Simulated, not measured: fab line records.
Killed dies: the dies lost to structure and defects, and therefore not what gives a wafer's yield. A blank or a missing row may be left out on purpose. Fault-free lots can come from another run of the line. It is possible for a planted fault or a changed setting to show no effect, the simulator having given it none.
Which tool is to blame? :: flow berkeley cmos170 :: 14 lots, 42 wafers sampled, at 1 step of a route of 331

## WHAT EACH GAUGE READ, for each wafer
UCB170_GATE_OVL_MEAS_13. Usual: GATE_OVL gives 3 nm (standard deviation 5.3).
lot: L485
measured: day 5 23:59
on: overlay-01
GATE_OVL (nm): 8 6 9
flag: 

lot: L487
measured: day 6 15:08
on: overlay-01
GATE_OVL (nm): 1 2 1
flag: 

lot: L488
measured: day 6 15:23
on: overlay-02
GATE_OVL (nm): 1 -4 0
flag: 

lot: L489
measured: day 6 21:08
on: overlay-02
GATE_OVL (nm): 7 7 6
flag: 

lot: L491
measured: day 7 02:53
on: overlay-02
GATE_OVL (nm): 2 6 3
flag: 

lot: L490
measured: day 7 03:03
on: overlay-02
GATE_OVL (nm): -2 -3 -3
flag: 

lot: L492
measured: day 7 03:13
on: overlay-02
GATE_OVL (nm): -1 -4 -4
flag: 

lot: L496
measured: day 8 03:53
on: overlay-01
GATE_OVL (nm): -2 -5 -6
flag: 

lot: L499
measured: day 8 18:26
on: overlay-01
GATE_OVL (nm): -10 -6 -8
flag: 

lot: L501
measured: day 8 23:16
on: overlay-02
GATE_OVL (nm): -7 -5 -2
flag: 

lot: L504
measured: day 9 20:58
on: overlay-01
GATE_OVL (nm): -1 5 -3
flag: 

lot: L505
measured: day 9 21:05
on: overlay-01
GATE_OVL (nm): 15 4 10
flag: 

lot: L506
measured: day 10 04:35
on: overlay-02
GATE_OVL (nm): 1 3 0
flag: 

lot: L508
measured: day 10 11:47
on: overlay-02
GATE_OVL (nm): 9 13 9
flag: 

## EACH LOT AND THE TOOL THAT RAN IT (in order: tool; ch and the chambers of the sampled wafers; start)
The record holds no process step before these readings.

## WHAT THE TOOLS THEMSELVES READ (means of the sampled wafers that have a number; where no wafer has one, the mark that the record gives instead)
The record holds no such reading with a usual standard deviation.

## THE ANSWER, worked out from the rows above alone
Rule: lot off if the mean of its wafers having a number is beyond 3 standard deviations from the usual mean. A lot without any number at a reading at which 4 lots or more have one is off too. Any other lot the step has rows for is counted as sound. After the gauges, taken in route order, come the tools' own readings; for these a lot's mean is taken, as printed above. At the first step where some lot is off, the reading lying furthest off is the one used; lots without a number count as furthest.
Nothing can be told from this: no lot is off at any reading shown.

## WHAT THE SIMULATOR HAD INSERTED
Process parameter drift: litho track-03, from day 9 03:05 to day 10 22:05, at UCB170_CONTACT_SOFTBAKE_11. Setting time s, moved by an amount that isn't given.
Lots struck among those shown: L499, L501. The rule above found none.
